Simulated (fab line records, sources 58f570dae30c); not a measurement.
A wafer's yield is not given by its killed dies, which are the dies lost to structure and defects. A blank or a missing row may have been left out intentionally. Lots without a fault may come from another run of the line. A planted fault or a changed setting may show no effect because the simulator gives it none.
One fault through the eyes of 2 desks :: flow berkeley-cmos170 :: numbers are kept per desk, each desk with only its own; the story behind them comes last

THE METROLOGY DESK
Lot by lot, what the gauges showed, no matter which tool ran the lot: averages of those sampled wafers that carry a number. If a lot's mean is further than 4 standard deviations from the usual mean, the lot is out of limits and carries the mark OUT (the distance appears in the brackets).
Columns: A = V2_TEOS_THK at UCB170_V2_THK_MEAS_01, usual 2006 nm; B = V2_OVL at UCB170_V2_OVL_MEAS_13, usual 4 nm
lot: L916
first seen here: day 6 21:12
A: 2035
B: 5

lot: L918
first seen here: day 8 02:26
A: 1993
B: 9

lot: L920
first seen here: day 8 03:02
A: 2011
B: 2

lot: L919
first seen here: day 8 03:13
A: 2022
B: 1

lot: L917
first seen here: day 8 19:04
A: 2016
B: 9

lot: L928
first seen here: day 10 13:25
A: 2088
B: 9

lot: L931
first seen here: day 10 14:13
A: 2022
B: -0

lot: L930
first seen here: day 10 15:02
A: 2022
B: 5

lot: L929
first seen here: day 10 15:19
A: 2075
B: 5

lot: L934
first seen here: day 11 14:55
A: 1976
B: 2

lot: L939
first seen here: day 11 22:15
A: 2020
B: -3

lot: L938
first seen here: day 11 23:40
A: 2009
B: 5

lot: L937
first seen here: day 12 02:07
A: 1989
B: 5

lot: L936
first seen here: day 12 02:33
A: 2028
B: -1
This desk found nothing out of limits on any of the 14 lots.

THE TOOL OWNER'S DESK: pecvd-02
The tool's own readings at UCB170_V2_CVD_00 (deposits SiO2 from TEOS/O2, target thk 2000 nm, time 250 s): means of the sampled wafers that have a number, for each lot that ran on this tool. If a lot's mean is further than 4 standard deviations from the usual mean, the lot is out of limits and carries the mark OUT (the distance appears in the brackets).
Columns: A = heater-power-w at UCB170_V2_CVD_00, usual 242 W; B = run-length-s at UCB170_V2_CVD_00, usual 278.3 s
lot: L920
first seen here: day 8 02:52
A: 309
B: 279.0

lot: L928
first seen here: day 10 13:16
A: 235
B: 290.9 (+20) OUT

lot: L929
first seen here: day 10 15:10
A: 244
B: 290.8 (+20) OUT
This desk's verdict: out of limits on L928, L929, starting with L928 at day 10 13:16 (run-length-s at UCB170_V2_CVD_00). L920: within limits.

BROUGHT TOGETHER
On L928, L929, at day 10 13:16, an alarm was possible from the tool owner's desk.
The metrology desk saw nothing out of limits.
The metrology desk has L928, L929 on record, within its limits.
On pecvd-02, each named lot ran UCB170_V2_CVD_00.

WHAT THE SIMULATOR HAD PUT IN
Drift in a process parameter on pecvd-02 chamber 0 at UCB170_V2_CVD_00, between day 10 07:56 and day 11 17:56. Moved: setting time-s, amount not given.
Lots struck among those shown: L928, L929.
Time in hours from fault onset to the first out-of-limits reading at each desk: the tool owner's desk, 5.
